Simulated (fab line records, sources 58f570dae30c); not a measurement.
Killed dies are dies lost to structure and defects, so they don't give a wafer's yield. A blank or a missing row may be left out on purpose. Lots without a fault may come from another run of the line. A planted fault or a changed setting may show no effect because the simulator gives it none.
Which tool did it? | flow berkeley_cmos170 | 15 lots, 45 wafers sampled, at 4 steps of a route of 331

WHAT THE GAUGES READ, wafer by wafer
UCB170_M3_CD_MEAS_15: target cd 700 nm.
lot  | measured     | on        | cd_nm (nm)
L841 | day 9 07:07  | cd_sem-02 | 702.4 701.3 701.0
L842 | day 9 08:44  | cd_sem-02 | 700.3 700.9 700.0
L844 | day 9 13:45  | cd_sem-02 | 699.3 698.8 700.1
L846 | day 10 02:59 | cd_sem-02 | 700.1 699.7 700.2
L848 | day 10 10:37 | cd_sem-02 | 699.1 698.7 698.7
L849 | day 10 12:10 | cd_sem-01 | 700.5 699.7 699.4
L850 | day 11 02:18 | cd_sem-01 | 699.9 698.5 698.4
L851 | day 11 03:22 | cd_sem-01 | 702.2 700.8 702.5
L855 | day 12 02:15 | cd_sem-01 | 699.2 699.1 699.0
L856 | day 12 03:05 | cd_sem-01 | - - -
L857 | day 12 03:22 | cd_sem-01 | - - -
L859 | day 12 20:29 | cd_sem-01 | - - -
L862 | day 13 03:34 | cd_sem-01 | 700.0 699.9 699.5
L860 | day 13 05:46 | cd_sem-01 | 701.4 701.2 700.1
L863 | day 13 12:29 | cd_sem-01 | 701.7 702.9 701.4

WHICH TOOL RAN EACH LOT (tool, then ch and the chambers of the sampled wafers, then the start)
lot  | UCB170_M2_METAL_ETCH_18           | UCB170_M2_STRIP_19                   | UCB170_M3_EXPOSE_12
L841 | rie_metal-04 ch 0,1, day 9 00:25  | plasma_asher-04 ch 0,1, day 9 00:35  | krf_scanner-01 ch 0, day 9 06:07
L842 | rie_metal-01 ch 0,1, day 9 01:38  | plasma_asher-01 ch 0,1, day 9 01:47  | krf_scanner-02 ch 0, day 9 07:58
L844 | rie_metal-03 ch 0,1, day 9 08:43  | plasma_asher-03 ch 0,1, day 9 08:55  | krf_scanner-02 ch 0, day 9 13:19
L846 | rie_metal-04 ch 0,1, day 9 21:35  | plasma_asher-03 ch 0,1, day 9 21:46  | krf_scanner-02 ch 0, day 10 02:36
L848 | rie_metal-01 ch 0, day 10 05:20   | plasma_asher-04 ch 0,1, day 10 05:42 | krf_scanner-02 ch 0, day 10 09:52
L849 | rie_metal-04 ch 0,1, day 10 06:40 | plasma_asher-03 ch 0,1, day 10 06:52 | krf_scanner-02 ch 0, day 10 11:46
L850 | rie_metal-03 ch 0,1, day 10 21:20 | plasma_asher-04 ch 0,1, day 10 21:31 | krf_scanner-02 ch 0, day 11 01:52
L851 | rie_metal-01 ch 0,1, day 10 22:25 | plasma_asher-03 ch 0,1, day 10 22:34 | krf_scanner-01 ch 0, day 11 02:58
L855 | rie_metal-03 ch 0,1, day 11 20:55 | plasma_asher-01 ch 0,1, day 11 21:05 | krf_scanner-01 ch 0, day 12 01:23
L856 | rie_metal-04 ch 0,1, day 11 21:02 | plasma_asher-03 ch 0,1, day 11 21:12 | krf_scanner-02, day 12 02:34
L857 | rie_metal-01 ch 0,1, day 11 21:17 | plasma_asher-04 ch 0,1, day 11 21:26 | krf_scanner-02, day 12 02:59
L859 | rie_metal-03 ch 0,1, day 12 15:32 | plasma_asher-03 ch 0,1, day 12 15:43 | krf_scanner-01, day 12 19:59
L862 | rie_metal-01 ch 0,1, day 12 22:08 | plasma_asher-04 ch 0,1, day 12 22:19 | krf_scanner-02 ch 0, day 13 02:47
L860 | rie_metal-01 ch 0,1, day 12 23:51 | plasma_asher-04 ch 0,1, day 13 00:01 | krf_scanner-01 ch 0, day 13 04:57
L863 | rie_metal-04 ch 0,1, day 13 07:26 | plasma_asher-03 ch 0,1, day 13 07:37 | krf_scanner-02 ch 0, day 13 11:56
- UCB170_M2_METAL_ETCH_18: etches Al in Cl2/BCl3, stops on SiO2, target depth 1170 nm, time 195 s.
- UCB170_M2_STRIP_19: strips in O2.
- UCB170_M3_EXPOSE_12: exposes mask METAL3, target cd 700 nm.

WHAT THE TOOLS THEMSELVES READ (means of the sampled wafers that have a number; where no wafer has one, the mark that the record gives instead)
UCB170_M2_METAL_ETCH_18.
lot  | tool         | bias_w (W) | drypump_motor_current_A (A) | oes_product_au (a.u.) | throttle_valve_pct (%)
L841 | rie_metal-04 | 120.0      | 5.6                         | 0.859                 | 24.21
L842 | rie_metal-01 | 120.4      | 6.2                         | 0.846                 | 24.22
L844 | rie_metal-03 | 120.1      | 5.3                         | 0.862                 | 24.31
L846 | rie_metal-04 | 119.4      | 5.5                         | 0.873                 | 24.20
L848 | rie_metal-01 | 120.0      | 6.3                         | 0.851                 | 24.22
L849 | rie_metal-04 | 120.1      | 5.6                         | 0.854                 | 24.33
L850 | rie_metal-03 | 120.0      | 5.3                         | 0.851                 | 24.31
L851 | rie_metal-01 | 119.7      | 6.2                         | 0.849                 | 24.17
L855 | rie_metal-03 | 119.6      | 5.3                         | 0.862                 | 24.46
L856 | rie_metal-04 | 119.9      | 5.6                         | 0.870                 | 24.21
L857 | rie_metal-01 | 119.8      | 6.0                         | 0.855                 | 24.12
L859 | rie_metal-03 | 120.2      | 5.2                         | 0.856                 | 24.47
L862 | rie_metal-01 | 120.2      | 6.0                         | 0.849                 | 24.12
L860 | rie_metal-01 | 119.7      | 6.0                         | 0.855                 | 24.13
L863 | rie_metal-04 | 119.5      | 5.6                         | 0.851                 | 24.34

UCB170_M2_STRIP_19.
lot  | tool            | drypump_motor_current_A (A) | oes_product_au (a.u.)
L841 | plasma_asher-04 | 6.0                         | 0.509
L842 | plasma_asher-01 | 5.2                         | 0.522
L844 | plasma_asher-03 | 5.7                         | 0.547
L846 | plasma_asher-03 | 5.7                         | 0.527
L848 | plasma_asher-04 | 6.0                         | 0.522
L849 | plasma_asher-03 | 5.7                         | 0.506
L850 | plasma_asher-04 | 6.1                         | 0.541
L851 | plasma_asher-03 | 5.7                         | 0.533
L855 | plasma_asher-01 | 5.3                         | 0.529
L856 | plasma_asher-03 | 5.7                         | 0.510
L857 | plasma_asher-04 | 6.1                         | 0.527
L859 | plasma_asher-03 | 5.7                         | 0.526
L862 | plasma_asher-04 | 6.1                         | 0.558
L860 | plasma_asher-04 | 6.1                         | 0.541
L863 | plasma_asher-03 | 5.7                         | 0.515

UCB170_M3_EXPOSE_12.
lot  | tool           | exposure_dose_mJ_cm2 | focus_offset_nm (nm) | reticle_temp_C (C)
L841 | krf_scanner-01 | 26.014               | 0.1                  | 22.97
L842 | krf_scanner-02 | 25.965               | -0.2                 | 23.08
L844 | krf_scanner-02 | 25.956               | 0.3                  | 22.99
L846 | krf_scanner-02 | 26.034               | -0.1                 | 23.10
L848 | krf_scanner-02 | 25.989               | 0.1                  | 22.96
L849 | krf_scanner-02 | 25.959               | -0.6                 | 22.92
L850 | krf_scanner-02 | 25.967               | 0.1                  | 22.93
L851 | krf_scanner-01 | 25.985               | -0.3                 | 23.04
L855 | krf_scanner-01 | 25.980               | -0.4                 | 23.01
L856 | krf_scanner-02 | -                    | -                    | -
L857 | krf_scanner-02 | -                    | -                    | -
L859 | krf_scanner-01 | -                    | -                    | -
L862 | krf_scanner-02 | 25.982               | 0.4                  | 23.12
L860 | krf_scanner-01 | 25.995               | -0.8                 | 22.92
L863 | krf_scanner-02 | 25.987               | 0.1                  | 23.04

THE ANSWER, worked out from the rows above alone
Rule: what is usual is taken from the lots themselves. Put in order of their means at a reading, lots are off if they are a third of the lots or fewer, leave a main group of 4 or more, and stand apart from it by a gap of 3 or more times the standard deviation of the main group's means; of several such gaps the widest counts. A main group whose means are all the same, to the digits that the tables above print for the reading, isn't used. A lot without any number at a reading at which 4 lots or more have one is off too. The other lots that the step has rows for count as sound. The gauges are gone through in route order, then the tools' own readings, and for those a lot's mean is taken as printed above. The first step at which some lot is off is used, and at that step the reading that is off furthest; a lot without a number counts as furthest.
Off: L856, L857, L859, at UCB170_M3_CD_MEAS_15 (cd_nm). Without a number there: L856, L857, L859. The main group: mean 700.2 nm, standard deviation 1.1.
A tool fits if, at a process step before that reading, it ran every lot that is off, and no sound lot after the first of them. The gauges at UCB170_M3_CD_MEAS_15 aren't tried: what is off there is off at UCB170_M3_EXPOSE_12 too, on other tools, and a gauge's error can't cause that. None of those tried fits.

WHAT THE SIMULATOR HAD PUT IN
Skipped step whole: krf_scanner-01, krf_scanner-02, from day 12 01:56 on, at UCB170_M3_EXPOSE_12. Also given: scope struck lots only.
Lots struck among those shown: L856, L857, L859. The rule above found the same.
